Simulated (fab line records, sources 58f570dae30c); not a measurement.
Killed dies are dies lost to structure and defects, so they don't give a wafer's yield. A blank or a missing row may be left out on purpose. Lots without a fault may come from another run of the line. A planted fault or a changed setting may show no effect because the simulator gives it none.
Problem report in the 8D (eight disciplines) form, filled by code | flow berkeley_cmos170 | the parts of the form that need people (team, actions taken, sign-off) are left out

1. THE PROBLEM
NWELL_NITRIDE_THK at UCB170_NWELL_THK_MEAS_05 reads a mean of 213.5 nm on 3 wafers of 1 lot; wafers without a fault read 227.0 nm with a standard deviation of 2. That is -6.8 standard deviations from the usual mean.
First seen on wafer L365.1, day 5 01:23, on film_metro-02. The record holds 39 wafers of 13 lots with a number at this step. Rule for "out", or "out of limits": more than 4 standard deviations from the usual mean. The other wafers with a number count as sound.

2. WHAT IT IS AND WHAT IT IS NOT
question                    | is                     | is not
which readings at this step | NWELL_NITRIDE_THK      | -
which lots                  | L365                   | L352, L353, L354, L355, L356, L358, L367, L368, L369, L372, L373, L374
which wafers of those lots  | all that have a number | -
read on which gauges        | film_metro-02          | film_metro-01, film_metro-03
when                        | from day 5 01:23       | up to then (18 sound wafers); but 18 sound wafers of L367, L368, L369, L372, L373, L374 came after

3. SUSPECTS, AND WHAT RULES EACH OUT
Counting: a tool at a process step up to the reading stays a suspect if it ran every lot that is out and no sound lot after the first of them.
- the gauge at UCB170_NWELL_THK_MEAS_05: ruled out. All the wafers that are out were read on film_metro-02, but those of them that UCB170_NWELL_CVD_04 has rows for are out there too, on other tools.
- lpcvd-01 at UCB170_NWELL_CVD_04 (deposits Si3N4 from SiH2Cl2/NH3, target thk 224 nm, time 3360 s): ruled out as a lasting fault. Sound lots L367 ran on it after its first lot that is out, L365 (day 4 23:27).
Left after counting: nothing in the record.

4. THE CAUSE (what the simulator had put in)
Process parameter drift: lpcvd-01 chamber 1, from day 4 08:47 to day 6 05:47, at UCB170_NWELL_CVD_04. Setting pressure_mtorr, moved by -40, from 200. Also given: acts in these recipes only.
Counting ruled it out, wrongly: the rule takes a fault to strike every lot that its tool runs from its start on, and this one did not.

5. THE CHAIN OF EFFECTS, in route order
Each row: a reading whose mean over the struck wafers that have a number lies more than 3 standard deviations from the usual. Only readings for which the record gives a usual standard deviation are gone through. hours: the time from each lot's start at the first step in this table that gives one to its start at this step, as a median over the lots. sigmas: the change in usual standard deviations.
hours | step                     | reading           | usual       | on struck wafers | change | sigmas
0     | UCB170_NWELL_CVD_04      | pressure_mtorr    | 200.1 mTorr | 160.5            | -39.6  | -88
2     | UCB170_NWELL_THK_MEAS_05 | NWELL_NITRIDE_THK | 227.0 nm    | 213.5            | -13.5  | -6.8
The process steps in it:
- UCB170_NWELL_CVD_04: deposits Si3N4 from SiH2Cl2/NH3, target thk 224 nm, time 3360 s.
Later measuring or inspecting steps at which every struck wafer that the step has a row for has a number for every such reading, and none has moved that far: UCB170_NWELL_TW_MEAS_16, UCB170_PWELL_THK_MEAS_06, UCB170_WELLDRIVE_THK_MEAS_02.

6. WHAT WOULD HAVE CAUGHT IT SOONER
In this record the first reading out of limits at a measuring or inspecting step was taken at day 5 01:23, 17 hours after the fault began at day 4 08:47.
The tool's own readings at UCB170_NWELL_CVD_04 were out on every struck wafer that the step has a row for (pressure_mtorr): an alarm limit on them would have fired on the first of those.
